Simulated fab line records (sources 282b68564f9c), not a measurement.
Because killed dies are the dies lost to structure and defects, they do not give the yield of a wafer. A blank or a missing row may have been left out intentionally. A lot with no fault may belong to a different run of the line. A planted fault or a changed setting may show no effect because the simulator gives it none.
fab line records | flow rit-cmos
record: lots: 5 | wafers: 27
route steps=202 shown ACTIVE@4 CONTACT@175 M1@184
start-h: the number of hours between the record's first day and the start of the first shown wafer of the lot | wait-h: how many hours have passed since the lot's step before this one | " the same as in the row above | L1.1+2: several wafers, shown together as one row | - no value, or no start given | * or withheld: withheld | < > ~ a bound
route shown NAME@n: names a module that has steps shown in the file, with the first one's number in the route | usual: the fault-free wafers' mean and standard deviation | same: alike in all rows | chamber/n: place in a boat | sites: each site's reading | _std_site: the values' standard deviation | _edge_site: mean of outer sites minus mean of inner sites | radius-mm: for every site, how far away it sits from the centre of the wafer | mask NAME#n: copy n | behind: tool/chamber where the wafer was last shaped | hold: the reason the lot was held/the length of the hold in hours/how it ended | device: whichever transistor did not switch (one of n, p or np) | end of line: the tests these same wafers got at the end of their route | a step with no rows: only its recipe | killed: dies that structure and defects cost at the first sort, which is not the same as the wafer's yield | map: a wafer's dies, marking killed ones x, the rest . and places with no die _
set.NAME: the run value of the setting; set.NAME@STEP: its run value at that earlier step | model.NAME: the simulator's own value behind a step, which no gauge read
lots whose settings were changed on purpose; a table a step, a row a wafer
== steps ==
step: RIT_ACTIVE_CVD_03
recipe: material: Si3N4 | target-thk-nm: 150 | temp-c: 810 | precursor: SiH2Cl2/NH3 | time-s: 1500 | pressure-mtorr: 300 | sih2cl2-flow-sccm: 60 | nh3-flow-sccm: 150
lot.wafer | tool     | chamber | start-h | wait-h | set.time-s | model.Si3N4_of_ACTIVE_CVD_03.thk-nm
L074.1+3  | -        | -       | -       | 0.1    | 2184       | 221.5
L074.2    | "        | -       | "       | "      | 2184       | 221.8
L074.4    | "        | -       | "       | "      | 2184       | 220.2
L074.5    | "        | -       | "       | "      | 2184       | 221.7
L074.6    | "        | -       | "       | "      | 2184       | 222.1
L078.1+5  | lpcvd-02 | 0       | 32.11   | 0.1    | 1500       | 149.8
L078.2    | "        | 0       | "       | "      | 1500       | 151.2
L080.1    | -        | -       | -       | 0.1    | 2012       | 202
L080.2    | "        | -       | "       | "      | 2012       | 202.1
L080.3    | "        | -       | "       | "      | 2012       | 202.5
L080.4    | "        | -       | "       | "      | 2012       | 202.3
L080.5    | "        | -       | "       | "      | 2012       | 201.3
L080.6    | "        | -       | "       | "      | 2012       | 202.4
L082.1    | -        | -       | -       | 0.1    | 1500       | 153.2
L082.2    | "        | -       | "       | "      | 1500       | 151.7
L082.3    | "        | -       | "       | "      | 1500       | 151.4
L082.4    | "        | -       | "       | "      | 1500       | 152.3
L082.5    | "        | -       | "       | "      | 1500       | 153.3
L082.6    | "        | -       | "       | "      | 1500       | 152.2
L083.1    | -        | -       | -       | 0.2    | 1063       | 108.3
L083.2    | "        | -       | "       | "      | 1063       | 107.2
L083.3+5  | "        | -       | "       | "      | 1063       | 108
L083.4    | "        | -       | "       | "      | 1063       | 108.4
L083.6    | "        | -       | "       | "      | 1063       | 107.5
step: RIT_ACTIVE_THK_MEAS_04
recipe: reads: Si3N4_of_ACTIVE_CVD_03
usual: ACTIVE_NITRIDE_THK: 151.1/1.3
lot.wafer | tool          | chamber | start-h | wait-h | set.time-s@ACTIVE_CVD_03 | ACTIVE_NITRIDE_THK[nm]
L074.1    | film-metro-02 | -       | -       | -      | 2184                     | 221.5
L074.2    | "             | -       | "       | "      | 2184                     | 221.8
L074.3    | "             | -       | "       | "      | 2184                     | 221.7
L074.4    | "             | -       | "       | "      | 2184                     | 220.3
L074.5    | "             | -       | "       | "      | 2184                     | 221.7
L074.6    | "             | -       | "       | "      | 2184                     | 222.4
L078.1    | film-metro-02 | -       | 34.24   | 0.0    | 1500                     | 149.9
L078.2    | "             | -       | "       | "      | 1500                     | 151.2
L078.5    | "             | -       | "       | "      | 1500                     | 149.7
L080.1    | film-metro-04 | -       | -       | -      | 2012                     | 202.1
L080.2    | "             | -       | "       | "      | 2012                     | 202.1
L080.3    | "             | -       | "       | "      | 2012                     | 202.6
L080.4    | "             | -       | "       | "      | 2012                     | 202.3
L080.5    | "             | -       | "       | "      | 2012                     | 201.3
L080.6    | "             | -       | "       | "      | 2012                     | 202.3
L082.1    | film-metro-01 | -       | -       | -      | 1500                     | 153.1
L082.2    | "             | -       | "       | "      | 1500                     | 151.8
L082.3    | "             | -       | "       | "      | 1500                     | 151.5
L082.4    | "             | -       | "       | "      | 1500                     | 152.3
L082.5    | "             | -       | "       | "      | 1500                     | 153.4
L082.6    | "             | -       | "       | "      | 1500                     | 152.2
L083.1    | film-metro-04 | -       | -       | -      | 1063                     | 108.3
L083.2    | "             | -       | "       | "      | 1063                     | 107.2
L083.3    | "             | -       | "       | "      | 1063                     | 107.9
L083.4    | "             | -       | "       | "      | 1063                     | 108.4
L083.5    | "             | -       | "       | "      | 1063                     | 108.0
L083.6    | "             | -       | "       | "      | 1063                     | 107.6
step: RIT_ACTIVE_HMDS_05
recipe: prime-time-s: 60 | prime-temp-c: 140
step: RIT_ACTIVE_COAT_06
recipe: resist: NOVOLAK | spin-rpm: 3250 | resist-thk-nm: 1000
step: RIT_ACTIVE_HARDBAKE_12
recipe: resist: NOVOLAK | temp-c: 140 | time-s: 60
step: RIT_ACTIVE_ETCH_13
recipe: stop-on: SiO2 | chemistry: SF6 | target: Si3N4 | time-s: 210 | over-etch-frac: 0.4 | SF6_flow_sccm: 200 | pressure-mtorr: 260 | rf-w: 125 | target-depth-a: 2100
usual: oes-product-au: 0.826/0.011
lot.wafer | tool        | chamber | start-h | wait-h | set.time-s@ACTIVE_CVD_03 | oes-product-au | model.etch.depth-nm | model.ACTIVE.feature-depth-nm
L074.1    | rie-diel-04 | 1       | 14.71   | 0.1    | 2184                     | 0.996          | 210.1               | 210.1
L074.2    | "           | 0       | "       | "      | 2184                     | 1.023          | -                   | 213.1
L074.3    | "           | 3       | "       | "      | 2184                     | 1.006          | -                   | 210.9
L074.4    | "           | 2       | "       | "      | 2184                     | 0.959          | -                   | 203.8
L074.5    | "           | 1       | "       | "      | 2184                     | 1.001          | 208.7               | 208.7
L074.6    | "           | 2       | "       | "      | 2184                     | 0.964          | 204.1               | 204.1
L078.1    | rie-diel-04 | 2       | 35.54   | 0.1    | 1500                     | 0.800          | 149.8               | 149.8
L078.2    | "           | 0       | "       | "      | 1500                     | 0.826          | 151.2               | 152.8
L078.5    | "           | 0       | "       | "      | 1500                     | 0.823          | 149.8               | 151.4
L080.1    | rie-diel-03 | 1       | 45.23   | 0.1    | 2012                     | 0.987          | 202                 | 202
L080.2    | "           | 3       | "       | "      | 2012                     | 0.965          | 202.1               | 202.1
L080.3    | "           | 2       | "       | "      | 2012                     | 0.986          | 202.5               | 202.5
L080.4    | "           | 0       | "       | "      | 2012                     | 0.986          | 202.3               | 202.3
L080.5    | "           | 0       | "       | "      | 2012                     | 0.978          | 201.3               | 201.3
L080.6    | "           | 1       | "       | "      | 2012                     | 0.990          | 202.4               | 202.4
L082.1    | rie-diel-01 | 3       | 55.12   | 0.1    | 1500                     | 0.838          | 153.2               | 153.2
L082.2    | "           | 2       | "       | "      | 1500                     | 0.824          | -                   | 152.6
L082.3    | "           | 0       | "       | "      | 1500                     | 0.818          | 151.4               | 151.4
L082.4    | "           | 3       | "       | "      | 1500                     | 0.835          | -                   | 152.3
L082.5    | "           | 0       | "       | "      | 1500                     | 0.816          | -                   | 153.3
L082.6    | "           | 2       | "       | "      | 1500                     | 0.826          | 152.2               | 153.1
L083.1    | rie-diel-03 | 1       | 60.70   | 0.1    | 1063                     | 0.721          | 108.3               | 108.3
L083.2    | "           | 2       | "       | "      | 1063                     | 0.697          | 107.2               | 107.2
L083.3    | "           | 0       | "       | "      | 1063                     | 0.701          | -                   | 108
L083.4    | "           | 3       | "       | "      | 1063                     | 0.700          | -                   | 108.4
L083.5    | "           | 1       | "       | "      | 1063                     | 0.710          | 108                 | 108
L083.6    | "           | 0       | "       | "      | 1063                     | 0.711          | -                   | 107.5
step: RIT_CONTACT_DEVELOP_07
recipe: resist: NOVOLAK | develop-time-s: 120 | dev-temp-c: 23
lot.wafer  | tool           | chamber | start-h | wait-h | set.develop-time-s
L074.1+2+3 | litho-track-04 | 0       | -       | -      | 120
L074.4+5+6 | "              | 0       | "       | "      | 74.06
L078.1+2+5 | litho-track-03 | 0       | -       | -      | 120
L080.1+4+6 | litho-track-01 | 0       | -       | -      | 120
L080.2+3+5 | "              | 0       | "       | "      | 96.28
L082.1+5+6 | litho-track-01 | 0       | -       | -      | 120
L082.2+3+4 | "              | 0       | "       | "      | 167.4
L083.1+3+4 | litho-track-04 | 0       | -       | -      | 149.7
L083.2+5+6 | "              | 0       | "       | "      | 120
step: RIT_CONTACT_CD_MEAS_08
recipe: target-cd-nm: 1000
usual: cd-nm: 1000.0/1.5
lot.wafer | tool      | chamber | start-h | wait-h | set.develop-time-s@CONTACT_DEVELOP_07 | cd-nm
L074.1    | cd-sem-02 | -       | 53.61   | -      | 120                                   | 996.8
L074.2    | "         | -       | "       | "      | 120                                   | 999.8
L074.3    | "         | -       | "       | "      | 120                                   | 996.7
L074.4    | "         | -       | "       | "      | 74.06                                 | 957.2
L074.5    | "         | -       | "       | "      | 74.06                                 | 956.0
L074.6    | "         | -       | "       | "      | 74.06                                 | 959.4
L078.1    | cd-sem-02 | -       | 73.03   | -      | 120                                   | 998.2
L078.2    | "         | -       | "       | "      | 120                                   | 998.5
L078.5    | "         | -       | "       | "      | 120                                   | 998.1
L080.1    | cd-sem-02 | -       | 83.75   | -      | 120                                   | 1001.5
L080.2    | "         | -       | "       | "      | 96.28                                 | 981.9
L080.3    | "         | -       | "       | "      | 96.28                                 | 981.0
L080.4    | "         | -       | "       | "      | 120                                   | 1001.4
L080.5    | "         | -       | "       | "      | 96.28                                 | 982.1
L080.6    | "         | -       | "       | "      | 120                                   | 999.9
L082.1    | cd-sem-02 | -       | 94.33   | -      | 120                                   | 1001.0
L082.2    | "         | -       | "       | "      | 167.4                                 | 1026.8
L082.3    | "         | -       | "       | "      | 167.4                                 | 1029.2
L082.4    | "         | -       | "       | "      | 167.4                                 | 1029.0
L082.5    | "         | -       | "       | "      | 120                                   | 1001.2
L082.6    | "         | -       | "       | "      | 120                                   | 1001.3
L083.1    | cd-sem-02 | -       | 97.80   | -      | 149.7                                 | 1017.7
L083.2    | "         | -       | "       | "      | 120                                   | 1000.7
L083.3    | "         | -       | "       | "      | 149.7                                 | 1018.0
L083.4    | "         | -       | "       | "      | 149.7                                 | 1018.0
L083.5    | "         | -       | "       | "      | 120                                   | 999.9
L083.6    | "         | -       | "       | "      | 120                                   | 1001.0
step: RIT_CONTACT_HARDBAKE_10
recipe: resist: NOVOLAK | temp-c: 140 | time-s: 60
step: RIT_CONTACT_ETCH_11
recipe: target-depth-a: 4800 | over-etch-frac: 0.2 | stop-on: TiSi2 | chemistry: CHF3/CF4/Ar | target: SiO2 | CHF3_flow_sccm: 50 | cf4-flow-sccm: 10 | Ar_flow_sccm: 100 | O2_flow_sccm: 5 | pressure-mtorr: 100 | rf-w: 200 | time-s: 320
lot.wafer  | tool        | chamber | start-h | wait-h | set.develop-time-s@CONTACT_DEVELOP_07 | model.CONTACT.cd-nm
L074.1     | rie-diel-03 | 0       | 53.92   | 0.1    | 120                                   | 996.4
L074.2     | "           | 1       | "       | "      | 120                                   | 999.6
L074.3     | "           | 2       | "       | "      | 120                                   | 996.9
L074.4     | "           | 3       | "       | "      | 74.06                                 | 957.4
L074.5     | "           | 3       | "       | "      | 74.06                                 | 955.8
L074.6     | "           | 2       | "       | "      | 74.06                                 | 959.7
L078.1     | rie-diel-02 | 3       | 73.33   | 0.1    | 120                                   | 998.1
L078.2     | "           | 0       | "       | "      | 120                                   | 998.6
L078.5     | "           | 1       | "       | "      | 120                                   | 998
L080.1+4   | rie-diel-03 | 0,1     | 84.18   | 0.1    | 120                                   | 1001
L080.2+5   | "           | 3,1     | "       | "      | 96.28                                 | 981.7
L080.3     | "           | 2       | "       | "      | 96.28                                 | 981.4
L080.6     | "           | 0       | "       | "      | 120                                   | 999.7
L082.1+5   | rie-diel-01 | 1       | 94.63   | 0.1    | 120                                   | 1001
L082.2     | "           | 0       | "       | "      | 167.4                                 | 1027
L082.3+4   | "           | 3       | "       | "      | 167.4                                 | 1029
L082.6     | "           | 0       | "       | "      | 120                                   | 1002
L083.1+3+4 | rie-diel-02 | 3,1,0   | 98.10   | 0.1    | 149.7                                 | 1018
L083.2+5   | "           | 2,3     | "       | "      | 120                                   | 1000
L083.6     | "           | 0       | "       | "      | 120                                   | 1001
step: RIT_CONTACT_STRIP_12
recipe: chemistry: O2 | time-s: 180 | resist: NOVOLAK | platen-temp-c: withheld | power-w: 500 | pressure-mtorr: 4000 | o2-flow-sccm: 4000
step: RIT_CONTACT_CD_MEAS_90
recipe: target-cd-nm: 1000
usual: cd-nm: 1000.1/1.6
lot.wafer | tool      | chamber | start-h | wait-h | set.develop-time-s@CONTACT_DEVELOP_07 | cd-nm
L074.1    | cd-sem-02 | -       | 54.29   | 0.1    | 120                                   | 996.6
L074.2    | "         | -       | "       | "      | 120                                   | 999.5
L074.3    | "         | -       | "       | "      | 120                                   | 996.8
L074.4    | "         | -       | "       | "      | 74.06                                 | 957.5
L074.5    | "         | -       | "       | "      | 74.06                                 | 955.6
L074.6    | "         | -       | "       | "      | 74.06                                 | 959.4
L078.1    | cd-sem-02 | -       | 73.70   | 0.1    | 120                                   | 998.4
L078.2    | "         | -       | "       | "      | 120                                   | 998.6
L078.5    | "         | -       | "       | "      | 120                                   | 997.6
L080.1    | cd-sem-02 | -       | 84.55   | 0.1    | 120                                   | 1000.8
L080.2    | "         | -       | "       | "      | 96.28                                 | 981.9
L080.3    | "         | -       | "       | "      | 96.28                                 | 981.6
L080.4    | "         | -       | "       | "      | 120                                   | 1001.5
L080.5    | "         | -       | "       | "      | 96.28                                 | 981.8
L080.6    | "         | -       | "       | "      | 120                                   | 999.2
L082.1    | cd-sem-02 | -       | 95.01   | 0.1    | 120                                   | 1000.8
L082.2    | "         | -       | "       | "      | 167.4                                 | 1027.4
L082.3    | "         | -       | "       | "      | 167.4                                 | 1028.9
L082.4    | "         | -       | "       | "      | 167.4                                 | 1028.6
L082.5    | "         | -       | "       | "      | 120                                   | 1001.2
L082.6    | "         | -       | "       | "      | 120                                   | 1001.9
L083.1    | cd-sem-02 | -       | 98.47   | 0.1    | 149.7                                 | 1017.7
L083.2    | "         | -       | "       | "      | 120                                   | 1000.5
L083.3    | "         | -       | "       | "      | 149.7                                 | 1017.6
L083.4    | "         | -       | "       | "      | 149.7                                 | 1018.3
L083.5    | "         | -       | "       | "      | 120                                   | 1000.1
L083.6    | "         | -       | "       | "      | 120                                   | 1001.1
step: RIT_M1_SPUTTER_00
recipe: material: Al | target-thk-nm: 400 | power-w: 2000 | chamber-pressure-pa: 0.4 | gas: Ar | time-s: 500 | substrate-temp-c: 25
lot.wafer | tool           | chamber | start-h | wait-h | set.time-s | model.Al_of_M1_SPUTTER_00.thk-nm
L074.1    | pvd-sputter-03 | -       | 54.78   | 0.0    | 500        | 397.4
L074.2    | "              | -       | "       | "      | 202.2      | 152.8
L074.3    | "              | -       | "       | "      | 202.2      | 156.5
L074.4    | "              | -       | "       | "      | 202.2      | 160.4
L074.5    | "              | -       | "       | "      | 500        | 395.7
L074.6    | "              | -       | "       | "      | 500        | 392.2
L078.1    | pvd-sputter-03 | -       | 74.17   | 0.0    | 500        | 390.7
L078.2    | "              | -       | "       | "      | 500        | 395.2
L078.5    | "              | -       | "       | "      | 500        | 391
L080.1    | pvd-sputter-03 | -       | 85.02   | 0.0    | 500        | 399.5
L080.2    | "              | -       | "       | "      | 500        | 397.8
L080.3    | "              | -       | "       | "      | 500        | 395.7
L080.4    | "              | -       | "       | "      | 500        | 396.3
L080.5    | "              | -       | "       | "      | 500        | 399.4
L080.6    | "              | -       | "       | "      | 500        | 396.1
L082.1    | pvd-sputter-01 | -       | 95.55   | 0.0    | 500        | 397.1
L082.2    | "              | -       | "       | "      | 270        | 210.8
L082.3    | "              | -       | "       | "      | 500        | 400.2
L082.4    | "              | -       | "       | "      | 270        | 209.4
L082.5    | "              | -       | "       | "      | 270        | 215.7
L082.6    | "              | -       | "       | "      | 500        | 393.5
L083.1    | pvd-sputter-03 | -       | 98.94   | 0.0    | 500        | 408.5
L083.2    | "              | -       | "       | "      | 500        | 406.8
L083.3    | "              | -       | "       | "      | 345.3      | 281
L083.4    | "              | -       | "       | "      | 345.3      | 281.3
L083.5    | "              | -       | "       | "      | 500        | 410
L083.6    | "              | -       | "       | "      | 345.3      | 278
step: RIT_M1_RS_MEAS_01
recipe: thk-meas-gauge: four-point-probe | reads: Al_of_M1_SPUTTER_00
usual: M1_AL_RS: 0.0736/0.00092
lot.wafer | tool          | chamber | start-h | wait-h | set.time-s@M1_SPUTTER_00 | M1_AL_RS[ohm/sq]
L074.1    | film-metro-01 | -       | 55.07   | 0.1    | 500                      | 0.0737
L074.2    | "             | -       | "       | "      | 202.2                    | 0.2024
L074.3    | "             | -       | "       | "      | 202.2                    | 0.1971
L074.4    | "             | -       | "       | "      | 202.2                    | 0.1919
L074.5    | "             | -       | "       | "      | 500                      | 0.0742
L074.6    | "             | -       | "       | "      | 500                      | 0.0748
L078.1    | film-metro-04 | -       | 74.47   | 0.1    | 500                      | 0.0754
L078.2    | "             | -       | "       | "      | 500                      | 0.0745
L078.5    | "             | -       | "       | "      | 500                      | 0.0752
L080.1    | film-metro-02 | -       | 85.31   | 0.1    | 500                      | 0.0734
L080.2    | "             | -       | "       | "      | 500                      | 0.0737
L080.3    | "             | -       | "       | "      | 500                      | 0.0741
L080.4    | "             | -       | "       | "      | 500                      | 0.0740
L080.5    | "             | -       | "       | "      | 500                      | 0.0734
L080.6    | "             | -       | "       | "      | 500                      | 0.0741
L082.1    | film-metro-02 | -       | 95.85   | 0.1    | 500                      | 0.0739
L082.2    | "             | -       | "       | "      | 270                      | 0.1430
L082.3    | "             | -       | "       | "      | 500                      | 0.0732
L082.4    | "             | -       | "       | "      | 270                      | 0.1444
L082.5    | "             | -       | "       | "      | 270                      | 0.1398
L082.6    | "             | -       | "       | "      | 500                      | 0.0746
L083.1    | film-metro-02 | -       | 99.24   | 0.1    | 500                      | 0.0717
L083.2    | "             | -       | "       | "      | 500                      | 0.0722
L083.3    | "             | -       | "       | "      | 345.3                    | 0.1055
L083.4    | "             | -       | "       | "      | 345.3                    | 0.1054
L083.5    | "             | -       | "       | "      | 500                      | 0.0714
L083.6    | "             | -       | "       | "      | 345.3                    | 0.1066
step: RIT_M1_THK_MEAS_02
recipe: thk-meas-gauge: xrf | reads: Al_of_M1_SPUTTER_00
usual: M1_AL_THK: 393/4.8
lot.wafer | tool          | chamber | start-h | wait-h | set.time-s@M1_SPUTTER_00 | M1_AL_THK[nm]
L074.1    | film-metro-01 | -       | 55.19   | 0.1    | 500                      | 391
L074.2    | "             | -       | "       | "      | 202.2                    | 151
L074.3    | "             | -       | "       | "      | 202.2                    | 154
L074.4    | "             | -       | "       | "      | 202.2                    | 158
L074.5    | "             | -       | "       | "      | 500                      | 392
L074.6    | "             | -       | "       | "      | 500                      | 387
L078.1    | film-metro-04 | -       | 74.59   | 0.1    | 500                      | 385
L078.2    | "             | -       | "       | "      | 500                      | 387
L078.5    | "             | -       | "       | "      | 500                      | 386
L080.1    | film-metro-02 | -       | 85.43   | 0.1    | 500                      | 396
L080.2    | "             | -       | "       | "      | 500                      | 395
L080.3    | "             | -       | "       | "      | 500                      | 389
L080.4    | "             | -       | "       | "      | 500                      | 391
L080.5    | "             | -       | "       | "      | 500                      | 393
L080.6    | "             | -       | "       | "      | 500                      | 391
L082.1    | film-metro-02 | -       | 95.97   | 0.1    | 500                      | 391
L082.2    | "             | -       | "       | "      | 270                      | 209
L082.3    | "             | -       | "       | "      | 500                      | 395
L082.4    | "             | -       | "       | "      | 270                      | 206
L082.5    | "             | -       | "       | "      | 270                      | 212
L082.6    | "             | -       | "       | "      | 500                      | 386
L083.1    | film-metro-02 | -       | 99.36   | 0.1    | 500                      | 401
L083.2    | "             | -       | "       | "      | 500                      | 401
L083.3    | "             | -       | "       | "      | 345.3                    | 276
L083.4    | "             | -       | "       | "      | 345.3                    | 275
L083.5    | "             | -       | "       | "      | 500                      | 401
L083.6    | "             | -       | "       | "      | 345.3                    | 273
step: RIT_M1_HMDS_03
recipe: prime-time-s: 60 | prime-temp-c: 140
step: RIT_M1_COAT_04
recipe: resist: NOVOLAK | spin-rpm: 2000 | resist-thk-nm: 1300
step: RIT_M1_HARDBAKE_11
recipe: resist: NOVOLAK | temp-c: 140 | time-s: 120
step: RIT_M1_METAL_ETCH_12
recipe: stop-on: SiO2 | chemistry: Cl2/BCl3 | target: Al | time-s: 165 | over-etch-frac: 0.5 | pressure-mtorr: 100 | target-depth-a: 6000 | rf-w: 250 | Cl2_flow_sccm: 60 | bcl3-flow-sccm: 50
usual: oes-product-au: 0.773/0.012
lot.wafer | tool         | chamber | start-h | wait-h | set.time-s@M1_SPUTTER_00 | oes-product-au
L074.1    | rie-metal-04 | 0       | 56.66   | 0.2    | 500                      | 0.759
L074.2    | "            | 1       | "       | "      | 202.2                    | 0.501
L074.3    | "            | 0       | "       | "      | 202.2                    | 0.501
L074.4    | "            | 1       | "       | "      | 202.2                    | 0.510
L074.5    | "            | 1       | "       | "      | 500                      | 0.774
L074.6    | "            | 0       | "       | "      | 500                      | 0.756
L078.1    | rie-metal-01 | 1       | 76.06   | 0.2    | 500                      | 0.759
L078.2    | "            | 0       | "       | "      | 500                      | 0.786
L078.5    | "            | 1       | "       | "      | 500                      | 0.767
L080.1    | rie-metal-04 | 1       | 86.91   | 0.2    | 500                      | 0.777
L080.2    | "            | 0       | "       | "      | 500                      | 0.760
L080.3    | "            | 0       | "       | "      | 500                      | 0.764
L080.4    | "            | 1       | "       | "      | 500                      | 0.765
L080.5    | "            | 1       | "       | "      | 500                      | 0.782
L080.6    | "            | 0       | "       | "      | 500                      | 0.760
L082.1    | rie-metal-03 | 1       | 97.60   | 0.2    | 500                      | 0.763
L082.2    | "            | 0       | "       | "      | 270                      | 0.565
L082.3    | "            | 0       | "       | "      | 500                      | 0.771
L082.4    | "            | 1       | "       | "      | 270                      | 0.558
L082.5    | "            | 0       | "       | "      | 270                      | 0.565
L082.6    | "            | 1       | "       | "      | 500                      | 0.754
L083.1    | rie-metal-04 | 0       | 100.72  | 0.2    | 500                      | 0.771
L083.2    | "            | 1       | "       | "      | 500                      | 0.788
L083.3    | "            | 1       | "       | "      | 345.3                    | 0.635
L083.4    | "            | 0       | "       | "      | 345.3                    | 0.643
L083.5    | "            | 1       | "       | "      | 500                      | 0.784
L083.6    | "            | 0       | "       | "      | 345.3                    | 0.635
step: RIT_M1_STRIP_13
recipe: chemistry: nmp | resist: NOVOLAK | temp-c: 80 | time-s: 600 | dry: n2-spin
step: RIT_M1_STRIP_14
recipe: chemistry: O2 | time-s: 180 | platen-temp-c: withheld | power-w: 500 | pressure-mtorr: 4000 | o2-flow-sccm: 4000
step: RIT_M1_ANNEAL_15
recipe: temp-c: 450 | time-s: 1800 | ambient: forming_gas_H2N2
step: RIT_M1_PROBE_99
lot.wafer | tool      | chamber | start-h | wait-h | set.develop-time-s@CONTACT_DEVELOP_07 | model.etest.contact-to-gate.bv-left-v
L074.6    | prober-02 | -       | 59.18   | 0.2    | 74.06                                 | 100.4
L078.1    | prober-02 | -       | 78.31   | 0.1    | 120                                   | 91.9
L078.2    | prober-02 | -       | 78.36   | 0.1    | 120                                   | 89.8
L078.5    | prober-02 | -       | 78.51   | 0.2    | 120                                   | 89.72
L080.4    | prober-02 | -       | 89.31   | 0.2    | 120                                   | 91
L080.5    | prober-02 | -       | 89.36   | 0.2    | 96.28                                 | 94.08
L082.1    | prober-02 | -       | 99.89   | 0.1    | 120                                   | 90.86
L082.2    | prober-02 | -       | 99.94   | 0.1    | 167.4                                 | 83.8
L082.3    | prober-02 | -       | 99.99   | 0.2    | 167.4                                 | 80.16
L082.4    | prober-02 | -       | 100.04  | 0.2    | 167.4                                 | 83.2
L082.5    | prober-02 | -       | 100.09  | 0.2    | 120                                   | 92.33
L082.6    | prober-02 | -       | 100.14  | 0.2    | 120                                   | 89.31
L083.1    | prober-01 | -       | 103.57  | 0.1    | 149.7                                 | 86.12
L083.2    | prober-01 | -       | 103.62  | 0.1    | 120                                   | 88.61
L083.3    | prober-01 | -       | 103.67  | 0.2    | 149.7                                 | 86.08
L083.4    | prober-01 | -       | 103.72  | 0.2    | 149.7                                 | 88.53
L083.5    | prober-01 | -       | 103.77  | 0.2    | 120                                   | 90.15
L083.6    | prober-01 | -       | 103.82  | 0.2    | 120                                   | 90.46
killed by level:class
L078.1 GATE:geometric-particle:open=2 SILICIDE:geometric-particle:open=1
L078.2 GATE:geometric-particle:short=2 GATE:geometric-particle:open=1 SPACER:geometric-particle:open=1 SPACER:geometric-particle:short=1
L078.5 FOX2:geometric-particle:short=2 GATE:geometric-particle:short=2 GATE:geometric-particle:open=2 SPACER:geometric-particle:open=2 REOX:geometric-particle:short=1 SPACER:geometric-particle:short=1
== key ==
split: step: RIT_ACTIVE_CVD_03 | setting: time-s | stated: 1500 | by: lot
response: step: RIT_ACTIVE_CVD_03 | reading: model.Si3N4_of_ACTIVE_CVD_03.thk-nm | change: +1.51 | per: 1% | r: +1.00
response: step: RIT_ACTIVE_THK_MEAS_04 | reading: ACTIVE_NITRIDE_THK | change: +1.51 | per: 1% | r: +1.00
response: step: RIT_ACTIVE_ETCH_13 | reading: oes-product-au | change: +0.00401 | per: 1% | r: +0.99
response: step: RIT_ACTIVE_ETCH_13 | reading: model.etch.depth-nm | change: +1.4 | per: 1% | r: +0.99
response: step: RIT_ACTIVE_ETCH_13 | reading: model.ACTIVE.feature-depth-nm | change: +1.38 | per: 1% | r: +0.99
split: step: RIT_CONTACT_DEVELOP_07 | setting: develop-time-s | stated: 120 | by: wafer
response: step: RIT_CONTACT_CD_MEAS_08 | reading: cd-nm | change: +0.85 | per: 1% | r: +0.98
response: step: RIT_CONTACT_ETCH_11 | reading: model.CONTACT.cd-nm | change: +0.845 | per: 1% | r: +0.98
response: step: RIT_CONTACT_CD_MEAS_90 | reading: cd-nm | change: +0.844 | per: 1% | r: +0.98
response: step: RIT_M1_PROBE_99 | reading: model.etest.contact-to-gate.bv-left-v | change: -0.184 | per: 1% | r: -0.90
split: step: RIT_M1_SPUTTER_00 | setting: time-s | stated: 500 | by: wafer
response: step: RIT_M1_SPUTTER_00 | reading: model.Al_of_M1_SPUTTER_00.thk-nm | change: +4.03 | per: 1% | r: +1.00
response: step: RIT_M1_RS_MEAS_01 | reading: M1_AL_RS | change: -0.00174 | per: 1% | r: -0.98
response: step: RIT_M1_THK_MEAS_02 | reading: M1_AL_THK | change: +3.97 | per: 1% | r: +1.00
response: step: RIT_M1_METAL_ETCH_12 | reading: oes-product-au | change: +0.00439 | per: 1% | r: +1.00
